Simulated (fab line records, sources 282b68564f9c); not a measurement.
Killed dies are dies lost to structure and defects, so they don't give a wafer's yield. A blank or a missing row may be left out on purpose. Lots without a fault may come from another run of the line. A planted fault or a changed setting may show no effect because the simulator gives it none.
Problem report in the 8D (eight disciplines) form, filled by code | flow rit_cmos | the parts of the form that need people (team, actions taken, sign-off) are left out

1. THE PROBLEM
rf_fwd_power_W at RIT_SPACER_ETCHBACK_05 reads a mean of 349.3 W on 6 wafers of 2 lots; wafers without a fault read 249.3 W with a standard deviation of 0.83. That is +99 or more standard deviations from the usual mean.
The step: etches Si3N4 in SF6/CHF3, stops on SiO2, target depth 250 nm, time 240 s.
First seen on wafer L176.2, day 6 07:30, on rie_diel-01. The record holds 18 wafers of 6 lots with a number at this step. Rule for "out", or "out of limits": more than 4 standard deviations from the usual mean. The other wafers with a number count as sound.

2. WHAT IT IS AND WHAT IT IS NOT
question                    | is                     | is not
which readings at this step | rf_fwd_power_W         | CHF3_flow_sccm, drypump_motor_current_A, oes_product_au, throttle_valve_pct
which lots                  | L176, L177             | L164, L165, L179, L183
which wafers of those lots  | all that have a number | -
read on which tools         | rie_diel-01            | rie_diel-03, rie_diel-04
when                        | from day 6 07:30       | up to then (6 sound wafers); but 6 sound wafers of L179, L183 came after

3. SUSPECTS, AND WHAT RULES EACH OUT
Counting: a tool at a process step up to the reading stays a suspect if it ran every lot that is out and no sound lot after the first of them.
- rie_diel-01 at RIT_SPACER_ETCHBACK_05 (etches Si3N4 in SF6/CHF3, stops on SiO2, target depth 250 nm, time 240 s): kept. It ran every lot that is out, first L176 (day 6 07:30), and no sound lot after that; its last sound lot up to then is L165 (day 4 03:46). Its own readings are out on those wafers: rf_fwd_power_W.
Left after counting: rie_diel-01 at RIT_SPACER_ETCHBACK_05.

4. THE CAUSE (what the simulator had put in)
Process parameter drift: rie_diel-01, from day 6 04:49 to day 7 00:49, at RIT_SPACER_ETCHBACK_05. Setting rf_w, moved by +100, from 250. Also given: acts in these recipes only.
Counting left only this tool.

5. THE CHAIN OF EFFECTS, in route order
Each row: a reading whose mean over the struck wafers that have a number lies more than 3 standard deviations from the usual. Only readings for which the record gives a usual standard deviation are gone through. hours: the time from each lot's start at the first step in this table that gives one to its start at this step, as a median over the lots. sigmas: the change in usual standard deviations.
hours | step                   | reading        | usual   | on struck wafers | change | sigmas
0     | RIT_SPACER_ETCHBACK_05 | rf_fwd_power_W | 249.3 W | 349.3            | +100.0 | +99 or more
The process steps in it:
- RIT_SPACER_ETCHBACK_05: etches Si3N4 in SF6/CHF3, stops on SiO2, target depth 250 nm, time 240 s.
Later measuring or inspecting steps at which every struck wafer that the step has a row for has a number for every such reading, and none has moved that far: RIT_NSD_OVL_MEAS_06, RIT_NSD_TW_MEAS_10, RIT_PSD_OVL_MEAS_06, RIT_PSD_TW_MEAS_10, RIT_SDANNEAL_RS_MEAS_04, RIT_SDANNEAL_RS_MEAS_05, RIT_SDANNEAL_RS_MEAS_06.

6. WHAT WOULD HAVE CAUGHT IT SOONER
In this record the first reading out of limits was taken at day 6 07:30, 3 hours after the fault began at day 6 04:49.
